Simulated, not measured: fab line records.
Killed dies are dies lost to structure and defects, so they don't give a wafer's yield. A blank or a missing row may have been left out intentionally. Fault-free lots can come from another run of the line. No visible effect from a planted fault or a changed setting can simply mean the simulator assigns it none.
Which of the tools did it? || flow rit-cmos || 42 wafers from 14 lots sampled at 2 of the route's 202 steps

WHAT THE GAUGES SHOWED, per wafer
No reading from a measuring or inspecting step in the record can be judged against a usual standard deviation.

WHAT TOOL EACH LOT RAN ON (gives the tool, then ch and the chambers of the sampled wafers, and finally the start)
{"lot": "L776", "RIT_PSD_HARDBAKE_07": "litho-track-04 ch 0, day 3 01:18", "RIT_M1_PROBE_99": "-"}
{"lot": "L777", "RIT_PSD_HARDBAKE_07": "litho-track-01 ch 0, day 3 07:55", "RIT_M1_PROBE_99": "prober-01, day 3 16:20"}
{"lot": "L778", "RIT_PSD_HARDBAKE_07": "litho-track-04 ch 0, day 3 12:46", "RIT_M1_PROBE_99": "-"}
{"lot": "L779", "RIT_PSD_HARDBAKE_07": "litho-track-02 ch 0, day 3 17:32", "RIT_M1_PROBE_99": "-"}
{"lot": "L781", "RIT_PSD_HARDBAKE_07": "litho-track-02 ch 0, day 4 02:46", "RIT_M1_PROBE_99": "-"}
{"lot": "L782", "RIT_PSD_HARDBAKE_07": "litho-track-01 ch 0, day 4 06:15", "RIT_M1_PROBE_99": "-"}
{"lot": "L783", "RIT_PSD_HARDBAKE_07": "litho-track-02 ch 0, day 4 11:22", "RIT_M1_PROBE_99": "-"}
{"lot": "L784", "RIT_PSD_HARDBAKE_07": "litho-track-02 ch 0, day 4 17:52", "RIT_M1_PROBE_99": "prober-01, day 5 02:07"}
{"lot": "L786", "RIT_PSD_HARDBAKE_07": "litho-track-02 ch 0, day 5 02:17", "RIT_M1_PROBE_99": "-"}
{"lot": "L787", "RIT_PSD_HARDBAKE_07": "litho-track-01 ch 0, day 5 07:37", "RIT_M1_PROBE_99": "prober-02, day 5 20:19"}
{"lot": "L788", "RIT_PSD_HARDBAKE_07": "litho-track-02 ch 0, day 5 12:58", "RIT_M1_PROBE_99": "prober-01, day 5 21:37"}
{"lot": "L789", "RIT_PSD_HARDBAKE_07": "litho-track-02 ch 0, day 5 18:17", "RIT_M1_PROBE_99": "prober-02, day 6 05:37"}
{"lot": "L791", "RIT_PSD_HARDBAKE_07": "litho-track-02 ch 0, day 6 08:16", "RIT_M1_PROBE_99": "prober-02, day 6 18:00"}
{"lot": "L799", "RIT_PSD_HARDBAKE_07": "litho-track-01 ch 0, day 7 20:17", "RIT_M1_PROBE_99": "-"}
- RIT_PSD_HARDBAKE_07: time 60 s.
- RIT_M1_PROBE_99

AS READ BY THE TOOLS THEMSELVES (means over the sampled wafers that have a number; for cases with no such wafer, the mark the record gives instead)
RIT_PSD_HARDBAKE_07. Usual: heater-power-total-W 62.55 W, standard deviation 0.05; plate-temp-C 140.01 C, standard deviation 0.13.
{"lot": "L776", "tool": "litho-track-04", "heater-power-total-W (W)": 62.53, "plate-temp-C (C)": 139.87, "flag": ""}
{"lot": "L777", "tool": "litho-track-01", "heater-power-total-W (W)": 62.58, "plate-temp-C (C)": 140.09, "flag": ""}
{"lot": "L778", "tool": "litho-track-04", "heater-power-total-W (W)": 62.57, "plate-temp-C (C)": 139.89, "flag": ""}
{"lot": "L779", "tool": "litho-track-02", "heater-power-total-W (W)": 62.53, "plate-temp-C (C)": 140.01, "flag": ""}
{"lot": "L781", "tool": "litho-track-02", "heater-power-total-W (W)": 62.50, "plate-temp-C (C)": 139.94, "flag": ""}
{"lot": "L782", "tool": "litho-track-01", "heater-power-total-W (W)": 62.57, "plate-temp-C (C)": 139.95, "flag": ""}
{"lot": "L783", "tool": "litho-track-02", "heater-power-total-W (W)": 62.56, "plate-temp-C (C)": 139.99, "flag": ""}
{"lot": "L784", "tool": "litho-track-02", "heater-power-total-W (W)": 62.55, "plate-temp-C (C)": 140.12, "flag": ""}
{"lot": "L786", "tool": "litho-track-02", "heater-power-total-W (W)": 62.52, "plate-temp-C (C)": 139.97, "flag": ""}
{"lot": "L787", "tool": "litho-track-01", "heater-power-total-W (W)": 62.57, "plate-temp-C (C)": 139.88, "flag": ""}
{"lot": "L788", "tool": "litho-track-02", "heater-power-total-W (W)": 62.55, "plate-temp-C (C)": 139.88, "flag": ""}
{"lot": "L789", "tool": "litho-track-02", "heater-power-total-W (W)": 66.53, "plate-temp-C (C)": 146.92, "flag": "OFF"}
{"lot": "L791", "tool": "litho-track-02", "heater-power-total-W (W)": 66.50, "plate-temp-C (C)": 147.01, "flag": "OFF"}
{"lot": "L799", "tool": "litho-track-01", "heater-power-total-W (W)": 62.53, "plate-temp-C (C)": 139.96, "flag": ""}

RIT_M1_PROBE_99. Usual: killed-at-contacts 0.1, standard deviation 0.25; killed-at-front-end 7.1, standard deviation 2.9; killed-dies 7.2, standard deviation 2.9; killed-open 3.6, standard deviation 1.9; killed-short 3.5, standard deviation 1.9.
{"lot": "L777", "tool": "prober-01", "killed-at-contacts": 0.3, "killed-at-front-end": 5.3, "killed-dies": 5.7, "killed-open": 2.3, "killed-short": 3.3, "flag": ""}
{"lot": "L784", "tool": "prober-01", "killed-at-contacts": 0.0, "killed-at-front-end": 3.7, "killed-dies": 3.7, "killed-open": 1.7, "killed-short": 2.0, "flag": ""}
{"lot": "L787", "tool": "prober-02", "killed-at-contacts": 0.0, "killed-at-front-end": 8.3, "killed-dies": 8.3, "killed-open": 4.3, "killed-short": 4.0, "flag": ""}
{"lot": "L788", "tool": "prober-01", "killed-at-contacts": 0.0, "killed-at-front-end": 4.7, "killed-dies": 4.7, "killed-open": 2.0, "killed-short": 2.7, "flag": ""}
{"lot": "L789", "tool": "prober-02", "killed-at-contacts": 0.0, "killed-at-front-end": 8.0, "killed-dies": 8.0, "killed-open": 4.7, "killed-short": 3.3, "flag": ""}
{"lot": "L791", "tool": "prober-02", "killed-at-contacts": 0.0, "killed-at-front-end": 11.0, "killed-dies": 11.0, "killed-open": 5.3, "killed-short": 5.7, "flag": ""}

THE ANSWER, worked out from the rows above alone
Rule: a lot is off if the mean of its wafers that have a number lies more than 3 standard deviations from the usual mean. A lot without any number at a reading at which 4 lots or more have one is off too. Where the step has rows for the other lots, those lots are counted as sound. The gauges are gone through in route order, then the tools' own readings, and for those a lot's mean is taken as printed above. At the first step where some lot is off, the reading lying furthest off is the one used; lots without a number count as furthest.
Off, at RIT_PSD_HARDBAKE_07 on heater-power-total-W: L789, L791.
A tool fits if, at that step or a process step before it, it ran every lot that is off, and no sound lot after the first of them. One fits: litho-track-02 at RIT_PSD_HARDBAKE_07. A fault onset in the window from L788 (day 5 12:58, its last sound lot) to L789 (day 5 18:17, its first lot off) fits.
The tool's own readings at RIT_PSD_HARDBAKE_07 bear it out: on the lots that are off they differ by more than 5 times the standard deviation of the sound lots' means. heater-power-total-W reads 66.52 W there against 62.55 W on the sound lots; plate-temp-C reads 146.96 C there against 139.96 C on the sound lots.

WHAT HAD BEEN PUT IN BY THE SIMULATOR
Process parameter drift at RIT_PSD_HARDBAKE_07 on litho-track-02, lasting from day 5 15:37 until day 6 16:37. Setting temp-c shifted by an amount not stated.
Shown lots that were struck: L789, L791. The same result came from the rule above.
